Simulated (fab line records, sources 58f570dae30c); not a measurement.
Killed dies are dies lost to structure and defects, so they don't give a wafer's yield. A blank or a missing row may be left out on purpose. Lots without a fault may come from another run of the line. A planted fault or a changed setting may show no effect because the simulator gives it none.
Chamber matching | flow berkeley_cmos170 | UCB170_V1_ETCH_14 on rie_diel-02: 4 sister chambers
The step etches SiO2 in CHF3/CF4/Ar, stops on Al, target depth 1250 nm, time 291 s. 4 wafers are shown with their chamber, then 7 later ones without.

WAFERS WITH THEIR CHAMBER
wafer  | chamber | throttle_valve_pct (%)
L518.2 | 1       | 6.73
L524.5 | 0       | 6.92
L536.3 | 3       | 7.17
L536.5 | 2       | 6.88

WAFERS WITHOUT THEIR CHAMBER
wafer  | throttle_valve_pct (%)
L536.6 | 7.14
L537.1 | 6.87
L537.2 | 6.74
L537.3 | 7.15
L538.1 | 7.16
L538.2 | 6.91
L538.6 | 7.14

WHICH CHAMBER EACH WENT THROUGH
wafer  | from the rows above     | in truth
L536.6 | 3                       | 3
L537.1 | 2                       | 2
L537.2 | 1                       | 1
L537.3 | 3                       | 3
L538.1 | 3                       | 3
L538.2 | can't be placed: 0 or 2 | 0
L538.6 | 3                       | 3
Placed correctly: 6 of 7. Can't be placed from these rows: 1 (the true chamber is among the candidates in 1). Placed wrongly: 0.
How it was worked out, from the rows above alone: a wafer's distance from a chamber is the root of the sum, over the readings, of the square of ((its reading less the chamber's mean) divided by the reading's scatter). The wafer belongs to the nearest chamber; if the next one is less than 2 further off, it can't be placed. A chamber's mean is the mean of its shown wafers. The scatter: with one shown wafer a chamber, the root of the mean of the squares of how far each hidden wafer lies from its nearest shown one.
